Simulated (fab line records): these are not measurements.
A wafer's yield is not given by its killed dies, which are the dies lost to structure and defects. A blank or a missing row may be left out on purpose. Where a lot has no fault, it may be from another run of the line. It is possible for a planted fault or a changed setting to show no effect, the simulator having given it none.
Matching of chambers    flow berkeleyCmos170    UCB170_V2_CMP_02 on cmp-02 has 4 sister chambers
The step polishes SiO2. 22 wafers are shown with their chamber, then 11 later ones without.

== WAFERS, EACH WITH ITS CHAMBER ==
wafer   chamber  motorCurrentA (A)  platenRpm (rpm)  headPressurePsi (psi)
L139.2  1        16.6               59.97            5.997
L139.4  2        16.5               59.98            6.004
L139.6  2        15.8               59.98            5.997
L140.3  3        15.3               60.02            5.993
L140.4  2        15.6               59.94            5.992
L140.6  0        15.4               60.01            6.027
L142.3  3        14.8               59.96            6.019
L142.4  2        16.4               60.00            6.027
L142.5  1        16.2               60.05            5.984
L146.3  0        15.4               60.01            6.022
L146.5  0        15.3               60.02            5.988
L146.6  3        14.9               60.02            5.986
L148.1  3        14.9               60.02            5.978
L148.3  0        15.1               60.05            6.009
L148.6  2        15.3               59.94            5.997
L143.2  1        17.0               59.96            5.978
L143.3  3        15.3               60.04            6.022
L143.6  3        16.3               60.02            6.004
L151.3  2        15.4               59.99            6.006
L151.4  1        15.7               59.96            5.992
L151.5  1        17.5               59.98            5.994
L153.3  1        17.2               60.02            6.017

SIGNATURES (averages over the wafers above)
reading          chamber 0  chamber 1  chamber 2  chamber 3  scatter within a chamber
motorCurrentA    15.300     16.700     15.833     15.250     0.535
platenRpm        60.0225    59.9900    59.9717    60.0133    0.0288
headPressurePsi  6.01150    5.99367    6.00383    6.00033    0.0152
Rule: for a wafer and a chamber, the distance is found by dividing, reading by reading, the gap between the wafer's reading and the chamber's mean by the reading's scatter, squaring, summing and taking the root. If the next closest chamber is less than 2 further off than the closest, the wafer can't be placed; otherwise it belongs to the closest. The scatter is the square root of a quotient: the sum, over the shown wafers, of each reading's squared deviation from its chamber's mean, divided by wafers minus chambers.

== WAFERS WITHOUT THEIR CHAMBER ==
wafer   motorCurrentA (A)  platenRpm (rpm)  headPressurePsi (psi)
L153.5  16.4               59.99            5.986
L153.6  15.3               60.01            5.981
L155.1  16.3               60.03            6.011
L155.4  15.2               60.03            5.997
L155.6  16.0               60.01            6.004
L156.2  15.2               59.96            5.990
L156.3  16.1               59.98            5.999
L156.5  16.0               60.02            5.991
L160.1  15.8               60.03            6.012
L160.2  15.5               59.96            6.012
L160.3  15.4               60.02            5.990

== EACH ONE'S CHAMBER ==
wafer   from the rows above                in truth
L153.5  can't be placed: 1 or 2 or 3       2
L153.6  can't be placed: 3 or 0 or 2 or 1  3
L155.1  can't be placed: 0 or 1 or 3 or 2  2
L155.4  can't be placed: 3 or 0 or 2       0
L155.6  can't be placed: 2 or 3 or 0 or 1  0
L156.2  can't be placed: 2 or 3 or 0 or 1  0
L156.3  can't be placed: 2 or 1 or 3 or 0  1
L156.5  can't be placed: 3 or 1 or 0 or 2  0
L160.1  can't be placed: 0 or 3 or 2 or 1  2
L160.2  can't be placed: 2 or 3 or 0 or 1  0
L160.3  can't be placed: 3 or 0 or 2 or 1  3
0 of 11 placed correctly. Cannot be placed on the basis of these rows: 11; the candidates contain the true chamber in 11. Placed wrongly: 0.
